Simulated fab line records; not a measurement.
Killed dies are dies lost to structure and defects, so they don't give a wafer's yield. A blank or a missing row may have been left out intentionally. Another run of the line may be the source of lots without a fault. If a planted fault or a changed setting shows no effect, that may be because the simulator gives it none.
Comparing a struck lot with a sound one    flow berkeley_cmos170    14 out of 331 route steps
Sound: the wafers L699.1, L699.3, L699.6. Wafers L703.2, L703.4, L703.6 were the ones struck. At the end, the cause is stated.
Order at every step that has rows: each side's tool, ch and its chambers, its first start. Under that, the readings that differ: sound wafers    struck wafers    difference of the means    sigmas: that difference in standard deviations of wafers without a fault.
alike: same words and numbers on both sides, and readings whose means sit less than 2 such deviations apart. not compared: any withheld reading, any reading some wafer has no value for, any bound like >300 that may hide the same value, and any number with overlapping values for which the record gives no deviation.
The two part at a step that has a row with sigmas, a row that says differs or no value, or rows on one side only. When numbers do not overlap yet have no deviation, they are printed without sigmas and do not part them. A reading that every wafer of one side lacks parts them only if that side has two wafers or more.

first, 2 steps without rows for these wafers: UCB170_SACOX_CLEAN_00 (cleans in dHF, time 7.5 s); UCB170_SACOX_OXIDATION_01 (target thk 14.4 nm, ox time 2400 s).
UCB170_SACOX_THK_MEAS_02:
  sound on film_metro-03, day 7 14:56; struck on film_metro-02, day 8 10:19
  alike: SACOX_OXIDE_THK
then, 2 steps without rows for these wafers: UCB170_SCREENOX_WET_ETCH_00 (etches SiO2 in dHF, time 200 s); UCB170_SCREENOX_OXIDATION_01 (target thk 14.4 nm, ox time 2400 s).
UCB170_SCREENOX_THK_MEAS_02:
  sound on film_metro-03, day 7 18:28; struck on film_metro-03, day 8 13:19
  alike: SCREENOX_OXIDE_THK
then, 6 steps without rows for these wafers: UCB170_SCREENOX_ANNEAL_03 (time 900 s); UCB170_NVT_HMDS_00 (prime time 60 s); UCB170_NVT_COAT_01 (resist thk 900 nm); UCB170_NVT_SOFTBAKE_02 (time 60 s); UCB170_NVT_EXPOSE_03 (exposes mask PWELL, target cd 3000 nm); UCB170_NVT_PEB_04.
UCB170_NVT_DEVELOP_05: develop time 45 s.
  sound on litho_track-02 ch 0, day 7 23:00; struck on litho_track-02, day 8 18:00
  no value came back on the struck wafers for chill_plate_temp_C (C), develop_time_s (s), developer_temp_C (C); on the sound wafers chill_plate_temp_C (C) reads 23.09 22.97 22.95
reading                               sound              struck             difference  sigmas
model.KrF_of_NVT_COAT_01.thk_nm (nm)  881.5 882.5 886.6  896.4 892.2 896.1  +11.4       
UCB170_NVT_OVL_MEAS_06:
  sound on overlay-02, day 7 23:54; struck on overlay-02, day 8 19:03
reading       sound  struck  difference                     sigmas
NVT_OVL (nm)  3 4 0  - - -   no value on the struck wafers  

== WHERE THEY PART ==
Earliest at UCB170_NVT_DEVELOP_05; latest, in this record, at UCB170_NVT_OVL_MEAS_06.

WHY: what the simulator had put in
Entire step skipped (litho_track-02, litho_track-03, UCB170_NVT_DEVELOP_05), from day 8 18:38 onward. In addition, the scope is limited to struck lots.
